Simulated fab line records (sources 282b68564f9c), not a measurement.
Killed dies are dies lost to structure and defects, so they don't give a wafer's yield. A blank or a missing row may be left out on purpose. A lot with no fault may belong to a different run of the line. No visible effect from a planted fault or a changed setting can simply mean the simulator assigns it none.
One fault seen from 2 desks -- flow rit cmos -- what lay behind the numbers comes last; until then each desk has only its own

## AT THE METROLOGY DESK
Means of the sampled wafers that have a number, per lot and without regard to the tool the lot ran on: this is what the gauges read. If a lot's mean is further than 4 standard deviations from the usual mean, the lot is out of limits and carries the mark OUT (the distance appears in the brackets).
Columns: A = GATE_OXIDE_THK at RIT_GATE_THK_MEAS_07, usual 2.99 nm; B = GATE_POLY_THK at RIT_GATE_THK_MEAS_09, usual 250.8 nm; C = cd nm at RIT_GATE_CD_MEAS_16, usual 148.5 nm; D = GATE_OVL at RIT_GATE_OVL_MEAS_17, usual 0.2 nm
lot,first seen here,A,B,C,D
L333,day 3 09:19,2.90,248.0,153.3,0.3
L336,day 3 22:04,3.12,248.9,152.2,1.1
L339,day 4 19:01,2.97,253.2,145.1,-0.5
L341,day 5 11:23,3.01,248.9,147.3,0.6
L348,day 6 14:31,2.97,251.6,148.4,1.6
L350,day 6 20:56,2.92,251.7,145.5,0.1
This desk found nothing out of limits on any of the 6 lots.

## THE TOOL OWNER'S DESK: rie si-01
The tool's own readings at RIT_GATE_ETCH_19 (etches poly-Si in SF6/CHF3/O2, stops on SiO2, time 165 s, target depth 312.5 nm): means of the sampled wafers that have a number, for each lot that ran on this tool. If a lot's mean is further than 4 standard deviations from the usual mean, the lot is out of limits and carries the mark OUT (the distance appears in the brackets).
Columns: A = O2_flow_sccm at RIT_GATE_ETCH_19, usual 5.000 sccm; B = chamber pressure mTorr at RIT_GATE_ETCH_19, usual 40.00 mTorr; C = drypump motor current A at RIT_GATE_ETCH_19, usual 5.5 A; D = oes product au at RIT_GATE_ETCH_19, usual 0.848 a.u.; E = rf fwd power W at RIT_GATE_ETCH_19, usual 159.4 W; F = throttle valve pct at RIT_GATE_ETCH_19, usual 10.20 %
lot,first seen here,A,B,C,D,E,F
L336,day 4 01:14,5.004,40.01,5.2,0.854,159.8,10.18
L339,day 4 21:54,4.991,40.00,5.4,0.826,159.7,10.12
L341,day 5 14:16,4.993,40.01,5.4,0.827,159.3,10.17
This desk found nothing out of limits on any of the 3 lots.

## ALL TOGETHER
At the metrology desk, nothing out of limits was observed.
Nothing out of limits was seen by the tool owner's desk.

## WHAT THE SIMULATOR HAD INSERTED
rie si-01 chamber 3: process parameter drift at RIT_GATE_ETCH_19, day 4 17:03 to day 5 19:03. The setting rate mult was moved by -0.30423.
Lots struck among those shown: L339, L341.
